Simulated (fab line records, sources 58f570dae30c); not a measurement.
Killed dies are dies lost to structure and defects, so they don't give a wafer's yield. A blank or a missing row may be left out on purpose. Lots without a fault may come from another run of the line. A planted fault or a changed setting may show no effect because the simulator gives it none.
Split-lot experiment | flow berkeley_cmos170 | 5 lots, 23 wafers read, on a route of 331 steps

THE SPLIT
At UCB170_ACTIVE_COAT_08 (resist thk 900 nm), the setting spin_rpm was moved away from the recipe's 1500 rpm on 8 of the 23 wafers read, by -3.1% to +6.7%. The other wafers ran this setting at the recipe's value.

FROM THE SPLIT TO THE READING: what the file shows between them, 2 steps
- UCB170_ACTIVE_SOFTBAKE_09: time 60.88 s
- UCB170_ACTIVE_EXPOSE_10: exposes mask ACTIVE, target cd 1200 nm

THE READING
KrF_of_ACTIVE_COAT_08.thk_nm (the simulator's own value, which no gauge read), in nm, at UCB170_ACTIVE_ETCH_15 (etches Si3N4 in CH3F/Ar/O2, stops on SiO2, target depth 242 nm, time 151 s). The file gives no usual value for it. The 15 wafers here that ran the recipe average 720.4 nm, standard deviation 2.8 nm.

wafer  | tool, chamber at the split | spin_rpm as run, rpm | against the recipe | KrF_of_ACTIVE_COAT_08.thk_nm, nm | against lot-mates on the recipe
L074.1 | litho_track-03, 0          | 1500                 | recipe             | 725.7                            | -
L074.2 | litho_track-03, 0          | 1588                 | +5.9%              | 695.7                            | -26.9
L074.4 | litho_track-03, 0          | 1588                 | +5.9%              | 692.4                            | -30.2
L074.5 | litho_track-03, 0          | 1500                 | recipe             | 721.4                            | -
L074.6 | litho_track-03, 0          | 1500                 | recipe             | 720.6                            | -
L075.1 | litho_track-03, 0          | 1453                 | -3.1%              | 734.6                            | +12.9
L075.2 | litho_track-03, 0          | 1500                 | recipe             | 724                              | -
L075.3 | litho_track-03, 0          | 1500                 | recipe             | 723.4                            | -
L075.4 | litho_track-03, 0          | 1500                 | recipe             | 717.6                            | -
L075.6 | litho_track-03, 0          | 1453                 | -3.1%              | 737.6                            | +15.9
L079.1 | litho_track-03, 0          | 1560                 | +4.0%              | 701                              | -17.9
L079.2 | litho_track-03, 0          | 1500                 | recipe             | 718.1                            | -
L079.3 | litho_track-03, 0          | 1500                 | recipe             | 719.9                            | -
L079.5 | litho_track-03, 0          | 1500                 | recipe             | 718.7                            | -
L079.6 | litho_track-03, 0          | 1560                 | +4.0%              | 704.3                            | -14.6
L081.1 | litho_track-04, 0          | 1500                 | recipe             | 721.4                            | -
L081.2 | litho_track-04, 0          | 1601                 | +6.7%              | 695.4                            | -26.5
L081.4 | litho_track-04, 0          | 1500                 | recipe             | 721.4                            | -
L081.5 | litho_track-04, 0          | 1500                 | recipe             | 723                              | -
L081.6 | litho_track-04, 0          | 1601                 | +6.7%              | 696.1                            | -25.8
L085.1 | litho_track-04, 0          | 1500                 | recipe             | 715.7                            | -
L085.3 | litho_track-04, 0          | 1500                 | recipe             | 716.4                            | -
L085.6 | litho_track-04, 0          | 1500                 | recipe             | 718.2                            | -

THE FIT
A straight line over all 23 wafers: KrF_of_ACTIVE_COAT_08.thk_nm changes by -4.21 nm for each +1% of spin_rpm; r = -0.97; the points scatter about the line by 2.9 nm.
The same after taking each lot's own level away (the mean of its wafers on the recipe; 23 wafers): -4.32 nm for each +1%; r = -0.99; scatter 2.2 nm.
On that fit, the largest move of spin_rpm shifts the reading by 29 nm.
The lots' own levels span 716.77 to 722.57 nm, that is 2.1 times the standard deviation above.
So the lot-to-lot level changes the slope little: the two slopes agree.
Check: with one of the wafers moved furthest among these (+6.7%) left out of the fit, the line predicts -29.6 nm for it against its lot-mates. It came out at -26.5 nm against them.

OTHER SPLITS ON THESE WAFERS
These wafers also went through other splits before the reading. Each is held against what the fit with the lots' levels taken away leaves over:
other split on the same wafers     | wafers away from the commonest value | r with KrF_of_ACTIVE_COAT_08.thk_nm (lot level and that fit taken away)
UCB170_NWELL_COAT_07 spin_rpm      | 9                                    | +0.04
UCB170_NWELL_IMPLANT_14 dose_cm2   | 7                                    | -0.10
UCB170_PWELL_COAT_08 resist_thk_nm | 5                                    | +0.20
UCB170_PWELL_ETCH_14 rf_w          | 9                                    | +0.22
UCB170_ACTIVE_OXIDATION_02 temp_c  | 15                                   | +0.33

THE WHOLE CHAIN: every reading that the file lists as answering this split, in the file's order
step                   | what it does                                                               | reading                                                                       | change (the file's fit)              | r (the file's)
UCB170_ACTIVE_COAT_08  | resist thk 900 nm                                                          | KrF_of_ACTIVE_COAT_08.thk_nm (the simulator's own value, which no gauge read) | -4.4 nm for each +1% of the setting  | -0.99
UCB170_ACTIVE_ETCH_15  | etches Si3N4 in CH3F/Ar/O2, stops on SiO2, target depth 242 nm, time 151 s | KrF_of_ACTIVE_COAT_08.thk_nm (the simulator's own value, which no gauge read) | -4.3 nm for each +1% of the setting  | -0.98
UCB170_ACTIVE_STRIP_16 | strips in O2                                                               | strip_time_to_endpoint_s                                                      | withheld for each +1% of the setting | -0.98

THE FILE'S OWN FIT
KrF_of_ACTIVE_COAT_08.thk_nm changes by -4.3 nm for each +1% of spin_rpm, r = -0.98.
